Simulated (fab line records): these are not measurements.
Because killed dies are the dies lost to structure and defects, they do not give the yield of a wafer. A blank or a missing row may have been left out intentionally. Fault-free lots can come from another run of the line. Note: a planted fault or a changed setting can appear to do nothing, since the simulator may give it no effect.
Which tool did it? | flow rit_cmos | 13 lots with 39 wafers sampled at 2 steps, on a route of 202 steps

## WHAT EACH GAUGE READ, for each wafer
Not one reading of a measure or inspect step in the record can be checked against a usual standard deviation.

## WHICH TOOL RAN EACH LOT (tool, then ch and the chambers of the sampled wafers, then the start)
lot  | RIT_SPACER_ETCHBACK_05            | RIT_M1_PROBE_99
L634 | rie_diel-02 ch 1,2,3, day 3 01:40 | -
L635 | rie_diel-03 ch 0,1,2, day 3 04:20 | -
L636 | rie_diel-01 ch 0,1,2, day 3 09:14 | -
L637 | rie_diel-01 ch 0,1, day 3 17:10   | -
L643 | rie_diel-01 ch 0,2, day 4 23:59   | prober-01, day 5 11:03
L646 | rie_diel-03 ch 0,1,3, day 5 16:44 | prober-02, day 6 03:50
L647 | rie_diel-02 ch 1,3, day 5 18:39   | prober-01, day 6 06:03
L651 | rie_diel-03 ch 0,3, day 6 12:12   | -
L652 | rie_diel-03 ch 0,2,3, day 6 18:25 | -
L653 | rie_diel-03 ch 0,2, day 7 01:47   | -
L654 | rie_diel-01 ch 1,2, day 7 07:32   | -
L655 | rie_diel-03 ch 0,1,2, day 7 08:51 | -
L657 | rie_diel-03 ch 0,1, day 7 22:44   | -
- RIT_SPACER_ETCHBACK_05: etches Si3N4 in SF6/CHF3, stops on SiO2, target depth 250 nm, time 240 s.
- RIT_M1_PROBE_99

## AS READ BY THE TOOLS THEMSELVES (means over the sampled wafers that have a number; for cases with no such wafer, the mark the record gives instead)
RIT_SPACER_ETCHBACK_05.
lot  | tool        | drypump_motor_current_A (A) | oes_product_au (a.u.) | run_length_s (s) | throttle_valve_pct (%)
L634 | rie_diel-02 | 5.6                         | 0.847                 | 267.9            | 10.31
L635 | rie_diel-03 | 5.4                         | 0.835                 | 268.2            | 10.16
L636 | rie_diel-01 | 5.4                         | 0.824                 | 268.5            | 10.18
L637 | rie_diel-01 | 5.6                         | 0.818                 | 268.3            | 10.11
L643 | rie_diel-01 | 5.4                         | 0.816                 | 272.6            | 10.19
L646 | rie_diel-03 | 5.4                         | 0.832                 | 268.3            | 10.08
L647 | rie_diel-02 | 5.3                         | 0.845                 | 267.5            | 10.38
L651 | rie_diel-03 | 5.8                         | 0.838                 | 267.9            | 10.10
L652 | rie_diel-03 | 5.9                         | 0.837                 | 268.4            | 10.20
L653 | rie_diel-03 | 5.9                         | 0.834                 | 268.4            | 10.27
L654 | rie_diel-01 | 5.3                         | 0.828                 | 268.1            | 10.21
L655 | rie_diel-03 | 5.5                         | 0.833                 | 268.3            | 10.16
L657 | rie_diel-03 | 5.3                         | 0.830                 | 267.9            | 10.07

RIT_M1_PROBE_99.
lot  | tool      | killed_at_contacts | killed_at_front_end | killed_dies | killed_open | killed_short
L643 | prober-01 | 0.0                | 6.3                 | 6.3         | 3.7         | 2.7
L646 | prober-02 | 0.0                | 9.0                 | 9.0         | 5.0         | 4.0
L647 | prober-01 | 0.0                | 4.3                 | 4.3         | 3.0         | 1.3

## THE ANSWER, worked out from the rows above alone
Rule: usual is defined by the lots themselves. The widest of any qualifying gaps counts: lots, ordered by their means at a reading, are off when they make up no more than a third of the lots, leave a main group of 4 or more, and stand apart from it by 3 or more times the standard deviation of that group's means. A main group whose means are all the same, to the digits that the tables above print for the reading, isn't used. Also off: a lot with no number at a reading for which 4 or more lots have one. The other lots that the step has rows for count as sound. After the gauges, taken in route order, come the tools' own readings; for these a lot's mean is taken, as printed above. At the first step where some lot is off, the reading lying furthest off is the one used; lots without a number count as furthest.
Off: L643 (RIT_SPACER_ETCHBACK_05, run_length_s). The main group: mean 268.1 s, standard deviation 0.28.
If a tool, at that step or one of the process steps before it, ran each lot that is off and ran no sound lot following the first of them, it fits. Not one of the candidates tried fits.

## WHAT HAD BEEN PUT IN BY THE SIMULATOR
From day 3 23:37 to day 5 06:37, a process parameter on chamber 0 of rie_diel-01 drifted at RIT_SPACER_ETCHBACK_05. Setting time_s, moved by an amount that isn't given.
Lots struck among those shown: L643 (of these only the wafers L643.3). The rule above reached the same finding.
